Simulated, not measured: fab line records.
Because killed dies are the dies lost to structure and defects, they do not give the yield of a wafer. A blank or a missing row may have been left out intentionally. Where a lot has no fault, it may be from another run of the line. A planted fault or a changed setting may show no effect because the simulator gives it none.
One fault through the eyes of 2 desks :: flow rit-cmos :: what lay behind the numbers comes last; until then each desk has only its own

## FOR THE TOOL OWNER'S DESK: implanter-02
RIT_PSD_IMPLANT_08, tool's own readings: per-lot mean of the sampled wafers with a number, covering each lot this tool ran. If a lot's mean is further than 4 standard deviations from the usual mean, the lot is out of limits and carries the mark OUT (the distance appears in the brackets).
Columns: A = beam-on-s at RIT_PSD_IMPLANT_08, usual 13.3 s; B = dose-ions-cm2 at RIT_PSD_IMPLANT_08, usual 5.001e+15
lot: L455
first seen here: day 3 11:08
A: 12.8
B: 5.000e+15

lot: L456
first seen here: day 3 16:27
A: 12.9
B: 4.996e+15

lot: L459
first seen here: day 4 03:39
A: 12.8
B: 4.995e+15

lot: L462
first seen here: day 4 14:29
A: 17.1 (+4.9) OUT
B: 6.745e+15 (+99 or more) OUT

lot: L464
first seen here: day 5 10:20
A: 17.3 (+5.1) OUT
B: 6.748e+15 (+99 or more) OUT
Finding of this desk: L462, L464 out of limits; the first was L462 at day 4 14:29, on beam-on-s at RIT_PSD_IMPLANT_08. L455, L456, L459 stayed within limits.

## AT THE METROLOGY DESK
Means of the sampled wafers that have a number, per lot and without regard to the tool the lot ran on: this is what the gauges read. If a lot's mean is further than 4 standard deviations from the usual mean, the lot is out of limits and carries the mark OUT (the distance appears in the brackets).
Columns: A = PSD_TW at RIT_PSD_TW_MEAS_10, usual 3443; B = PSD_RS at RIT_SDANNEAL_RS_MEAS_04, usual 116.06 ohm/sq
lot: L455
first seen here: day 3 11:26
A: 3464
B: 115.89

lot: L456
first seen here: day 3 16:46
A: 3408
B: 116.03

lot: L457
first seen here: day 3 16:53
A: 3442
B: 115.97

lot: L458
first seen here: day 4 00:37
A: 3459
B: 116.11

lot: L459
first seen here: day 4 03:59
A: 3459
B: 116.12

lot: L462
first seen here: day 4 14:47
A: 3529 (+4.1) OUT
B: 112.34 (-13) OUT

lot: L464
first seen here: day 5 10:40
A: 3522
B: 112.60 (-12) OUT

lot: L469
first seen here: day 6 12:25
A: 3423
B: 115.70

lot: L470
first seen here: day 6 15:24
A: 3431
B: 115.98

lot: L473
first seen here: day 7 06:32
A: 3471
B: 116.35

lot: L474
first seen here: day 7 11:16
A: 3412
B: 116.38

lot: L476
first seen here: day 7 18:29
A: 3415
B: 115.67

lot: L477
first seen here: day 7 23:43
A: 3459
B: 116.26

lot: L478
first seen here: day 8 02:19
A: 3461
B: 115.85
This desk reports L462, L464 out of limits; the earliest was L462 at day 4 14:47 (PSD_TW at RIT_PSD_TW_MEAS_10). L455, L456, L457, L458, L459, L469, L470, L473, L474, L476, L477, L478 stayed within limits.

## ALL TOGETHER
The tool owner's desk had the chance to raise an alarm at day 4 14:29 on L462, L464.
At day 4 14:47 the metrology desk could have sounded an alarm, on L462, L464.
RIT_PSD_IMPLANT_08 was run on implanter-02 by each of the lots named.

## WHAT THE SIMULATOR PUT IN
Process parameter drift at RIT_PSD_IMPLANT_08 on implanter-02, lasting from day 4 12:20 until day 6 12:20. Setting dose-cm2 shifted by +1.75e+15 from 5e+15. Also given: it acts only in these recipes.
Shown lots that were struck: L462, L464.
Time in hours from fault onset to the first out-of-limits reading at each desk: tool owner's desk 2, metrology desk 2.
